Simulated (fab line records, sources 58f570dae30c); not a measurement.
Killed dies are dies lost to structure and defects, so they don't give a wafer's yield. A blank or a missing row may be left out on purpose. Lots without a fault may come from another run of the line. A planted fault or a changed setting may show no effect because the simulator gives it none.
fab line records | flow berkeley_cmos170
record lots=15 wafers=45 last_day=12
route steps=331 shown NWELL@33
lots that met no fault: from a run of the same line without faults
start_h: hours from the record's first day to the start of the lot's first wafer shown | wait_h: hours since the lot's step before | " the same as in the row above | L1.1+2: a row that stands for several wafers | - no value, or no start given | * or withheld: withheld | < > ~ a bound
route shown NAME@n: a module of which the file shows steps, and the number in the route of the first | usual: mean/standard deviation of fault-free wafers | same: alike in all rows | chamber/n: place in a boat | sites: the reading at each site | _std_site: their standard deviation | _edge_site: outer sites' mean less inner sites' | radius_mm: how far each site lies from the wafer's centre | mask NAME#n: copy n | behind: the tool/chamber that last shaped the wafer | hold: why the lot was held/for how many hours/how that ended | device: the transistor (n, p or np) that didn't switch | end of line: the same wafers' tests at the end of the route | a step without rows: its recipe alone | killed: dies lost to structure and defects at the first sort, not the wafer's yield | map: a wafer's dies, x killed, . not, _ none there
set.NAME: the setting as run; set.NAME@STEP: as run at that earlier step | model.NAME: the simulator's own value behind a step, which no gauge read
steps of the route over a sample of lots; a table a step, a row a wafer
## steps
# step UCB170_NWELL_WET_ETCH_19
# recipe chemistry=BOE dilution=5:1 target=SiO2 temp_c=25 time_s=22
# usual bath_heat_duty_pct=6.8/1 run_length_s=50.8/2.6
# columns lot.wafer tool chamber start_h wait_h bath_heat_duty_pct run_length_s
L566.1 wet_bench-02 3 37.10 0.0 6.4 53.8
L566.2 " 3 " " 7.5 53.8
L566.5 " 3 " " 6.8 53.8
L568.1 wet_bench-04 3 43.58 0.0 6.8 49.8
L568.3 " 3 " " 7.2 49.8
L568.6 " 3 " " 6.2 49.8
L569.2 wet_bench-04 2 54.46 0.5 8.0 53.6
L569.4 " 2 " " 7.7 53.6
L569.6 " 2 " " 8.0 53.6
L570.1 wet_bench-04 3 54.46 0.4 7.1 53.8
L570.2 " 3 " " 6.2 53.8
L570.3 " 3 " " 7.5 53.8
L571.1 wet_bench-04 3 61.71 0.0 - -
L571.4 " 3 " " - -
L571.5 " 3 " " - -
L572.3 wet_bench-04 2 61.71 0.0 - -
L572.5 " 2 " " - -
L572.6 " 2 " " - -
L573.1 wet_bench-02 0 75.79 0.9 - -
L573.3 " 0 " " - -
L573.6 " 0 " " - -
L576.3 wet_bench-04 1 84.86 0.0 6.1 48.2
L576.4 " 1 " " 6.4 48.2
L576.5 " 1 " " 6.3 48.2
L580.2 wet_bench-03 1 107.07 0.0 6.2 48.0
L580.5 " 1 " " 5.8 48.0
L580.6 " 1 " " 5.7 48.0
L583.1 wet_bench-04 1 113.00 0.0 6.1 48.4
L583.3 " 1 " " 6.0 48.4
L583.5 " 1 " " 6.9 48.4
L584.4 wet_bench-04 2 124.01 0.7 8.1 53.3
L584.5 " 2 " " 7.3 53.3
L584.6 " 2 " " 7.1 53.3
L585.3 wet_bench-04 3 128.80 0.1 6.6 54.9
L585.4 " 3 " " 6.2 54.9
L585.5 " 3 " " 7.2 54.9
L588.4 wet_bench-03 1 144.52 0.5 5.9 48.6
L588.5 " 1 " " 7.0 48.6
L588.6 " 1 " " 6.2 48.6
L587.1 wet_bench-02 1 145.69 0.7 6.8 48.6
L587.5 " 1 " " 6.9 48.6
L587.6 " 1 " " 6.4 48.6
L589.1 wet_bench-03 0 149.32 0.4 7.5 49.3
L589.4 " 0 " " 6.6 49.3
L589.5 " 0 " " 6.8 49.3
## key
first_sign step=UCB170_NWELL_WET_ETCH_19 reading=tool_record direction=missing
effect none on later readings
met_at UCB170_NWELL_WET_ETCH_19
struck_lots L571,L572,L573
later_rows_left_out L571.1,L571.4,L571.5,L572.3,L572.5,L572.6,L573.1,L573.3,L573.6
sort_left_out L571.1,L571.4,L571.5,L572.3,L572.5,L572.6,L573.1,L573.3,L573.6
tester_left_out L571,L572,L573
onset_between 54.46 61.71
fault kind=skipped_step_whole tool=wet_bench-02,wet_bench-04 chamber=- onset_h=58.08 steps=UCB170_NWELL_WET_ETCH_19 scope=struck_lots_only
# tester_left_out: of these lots the tester's yield and bins aren't shown, on N5 and GAA mostly nor the transistor test; their killed dies are dies lost to structure and defects alone, not to doping, threshold or leakage, so they don't give the yield
# sort_left_out: the simulated sort isn't trusted on such a fault, so these wafers' sort isn't shown, and their yield isn't known
# later_rows_left_out: the simulator's readings of these wafers behind a module that went badly wrong aren't trusted and aren't shown, but for the sort
